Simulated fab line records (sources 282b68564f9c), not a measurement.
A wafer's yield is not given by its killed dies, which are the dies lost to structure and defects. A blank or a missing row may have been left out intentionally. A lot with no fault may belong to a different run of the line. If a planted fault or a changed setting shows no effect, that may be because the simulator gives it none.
Comparing a struck lot with a sound one ; flow rit_cmos ; 20 steps out of a route of 202
Sound: these wafers, L379.1, L379.2, L379.5. Wafers struck: L390.1, L390.2, L390.3. The cause is given at the end.
Order at every step that has rows: each side's tool, ch and its chambers, its first start. Under that, the readings that differ: sound wafers ; struck wafers ; difference of the means ; sigmas: that difference in standard deviations of wafers without a fault.
alike: a reading whose means differ by less than 2 such deviations, as well as words and numbers matching on both sides. not compared: withheld readings; readings where some wafer has no value; bounds like >300 that might hide an equal value; numbers whose values overlap and for which the record gives no deviation.
The two part at a step that has a row with sigmas, a row that says differs or no value, or rows on one side only. Numbers that have no deviation but don't overlap get no sigmas and don't part them. A reading missing from all wafers of one side parts the sides only when that side holds two or more wafers.

first, 2 steps without rows for these wafers: RIT_NSD_HARDBAKE_07 (time 60 s); RIT_NSD_IMPLANT_08.
RIT_NSD_STRIP_09: strips in O2, time 180 s.
  sound on plasma_asher-02 ch 0,1, day 4 21:54; struck on plasma_asher-03 ch 0,1, day 7 03:17
  alike: drypump_motor_current_A
  not compared: rf_hours_counter_h
RIT_NSD_TW_MEAS_10:
  sound on film_metro-01 at day 4 22:04; struck on film_metro-01 at day 7 03:28
  alike: NSD_TW
then, 6 steps without rows for these wafers: RIT_PSD_HMDS_00 (prime time 60 s); RIT_PSD_COAT_01 (resist thk 1000 nm); RIT_PSD_SOFTBAKE_02 (time 60 s); RIT_PSD_EXPOSE_03 (exposes mask M10, target cd 40900 nm); RIT_PSD_PEB_04; RIT_PSD_DEVELOP_05 (develop time 50 s).
RIT_PSD_OVL_MEAS_06:
  sound on overlay-02 at day 4 22:59; struck on overlay-01 at day 7 04:22
  alike: PSD_OVL
then, 1 step without rows for these wafers: RIT_PSD_HARDBAKE_07 (time 60 s).
RIT_PSD_IMPLANT_08:
  struck on implanter-02, day 7 04:34; sound on implanter-03 ch 0, day 4 23:10
  no value came back on the struck wafers for beam_energy_keV, beam_on_s (s), dose_ions_cm2, implant_ion_amu; on the sound wafers beam_energy_keV reads 27.012 27.000 26.998
RIT_PSD_STRIP_09: strips in O2, time 180 s.
  sound on plasma_asher-01 ch 0,1, day 4 23:19; struck on plasma_asher-02 ch 0,1, day 7 04:43
  alike: drypump_motor_current_A
  not compared: rf_hours_counter_h
RIT_PSD_TW_MEAS_10:
  sound on film_metro-04 at day 4 23:29; struck on film_metro-01 at day 7 04:53
reading;sound;struck;difference;sigmas
PSD_TW;3466 3478 3466;30 30 30;-3440;-99 or more
then, 3 steps without rows for these wafers: RIT_SDANNEAL_CLEAN_00 (cleans in SC1, time 600 s); RIT_SDANNEAL_CLEAN_01 (cleans in dHF, time 30 s); RIT_SDANNEAL_CLEAN_02 (cleans in SC2, time 600 s).
RIT_SDANNEAL_RTA_03: time 5 s.
  sound on rtp_anneal-02 ch 0, day 4 23:55; struck on rtp_anneal-01 ch 0, day 7 05:29
reading;sound;struck;difference;sigmas
anneal_temp_c_max;1054.2 1054.4 1054.2;1057.9 1055.9 1055.2;+2.1;+2
  alike: wafer_temp_C_max
RIT_SDANNEAL_RS_MEAS_04: a four-point-probe measurement.
  sound on film_metro-01 at day 4 23:59; struck on film_metro-01 at day 7 05:32
reading;sound;struck;difference;sigmas
PSD_RS (ohm/sq);115.81 115.80 115.27;132.97 132.87 132.79;+17.25;+66

WHERE THEY PART
Earliest at RIT_PSD_IMPLANT_08; latest, in this record, at RIT_SDANNEAL_RS_MEAS_04.

WHY: what had been put in by the simulator
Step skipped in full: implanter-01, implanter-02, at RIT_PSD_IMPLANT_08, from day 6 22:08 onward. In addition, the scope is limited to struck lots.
